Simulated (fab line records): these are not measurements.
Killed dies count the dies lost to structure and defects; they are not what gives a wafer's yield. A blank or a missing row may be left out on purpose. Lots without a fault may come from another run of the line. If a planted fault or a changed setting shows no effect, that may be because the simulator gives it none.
What tool caused it? :: flow berkeley-cmos170 :: Sampling: 7 lots, 21 wafers, 2 of 331 route steps

WHAT EACH GAUGE READ, for each wafer
UCB170_V2_CD_MEAS_12: target cd 700 nm.
lot: L664
measured: day 7 09:14
on: cd-sem-01
cd-nm (nm): 699.7 701.2 701.6

lot: L665
measured: day 8 05:39
on: cd-sem-02
cd-nm (nm): 651.7 651.3 650.7

lot: L668
measured: day 8 09:50
on: cd-sem-02
cd-nm (nm): 699.9 698.7 700.0

lot: L678
measured: day 10 12:44
on: cd-sem-01
cd-nm (nm): 701.3 700.4 699.8

lot: L681
measured: day 11 06:32
on: cd-sem-01
cd-nm (nm): 701.1 699.9 700.4

lot: L682
measured: day 11 12:19
on: cd-sem-01
cd-nm (nm): 700.8 700.6 700.0

lot: L683
measured: day 12 08:55
on: cd-sem-02
cd-nm (nm): 701.4 701.4 701.7

WHICH TOOL RAN EACH LOT (tool, then ch and the chambers of the sampled wafers, then the start)
lot: L664
UCB170_V2_PEB_10: litho-track-01 ch 0, day 7 08:57

lot: L665
UCB170_V2_PEB_10: litho-track-01 ch 0, day 8 05:23

lot: L668
UCB170_V2_PEB_10: litho-track-02 ch 0, day 8 09:34

lot: L678
UCB170_V2_PEB_10: litho-track-02 ch 0, day 10 12:28

lot: L681
UCB170_V2_PEB_10: litho-track-03 ch 0, day 11 06:13

lot: L682
UCB170_V2_PEB_10: litho-track-02 ch 0, day 11 12:03

lot: L683
UCB170_V2_PEB_10: litho-track-01 ch 0, day 12 08:38
- UCB170_V2_PEB_10

THE ANSWER, worked out from the rows above alone
Rule: the lots themselves supply what counts as usual. Put in order of their means at a reading, lots are off if they are a third of the lots or fewer, leave a main group of 4 or more, and stand apart from it by a gap of 3 or more times the standard deviation of the main group's means; of several such gaps the widest counts. The tables above print the reading to a certain number of digits; a main group whose means all agree to those digits is not used. A lot without any number at a reading at which 4 lots or more have one is off too. All remaining lots with rows at the step are treated as sound.
Off: L665, at UCB170_V2_CD_MEAS_12 (cd-nm). The main group: mean 700.5 nm, standard deviation 0.58.
A tool fits if, at a process step before that reading, it ran every lot that is off, and no sound lot after the first of them. Those tools and the gauges at UCB170_V2_CD_MEAS_12 are tried in the same way. No candidate that was tried fits.

WHAT HAD BEEN PUT IN BY THE SIMULATOR
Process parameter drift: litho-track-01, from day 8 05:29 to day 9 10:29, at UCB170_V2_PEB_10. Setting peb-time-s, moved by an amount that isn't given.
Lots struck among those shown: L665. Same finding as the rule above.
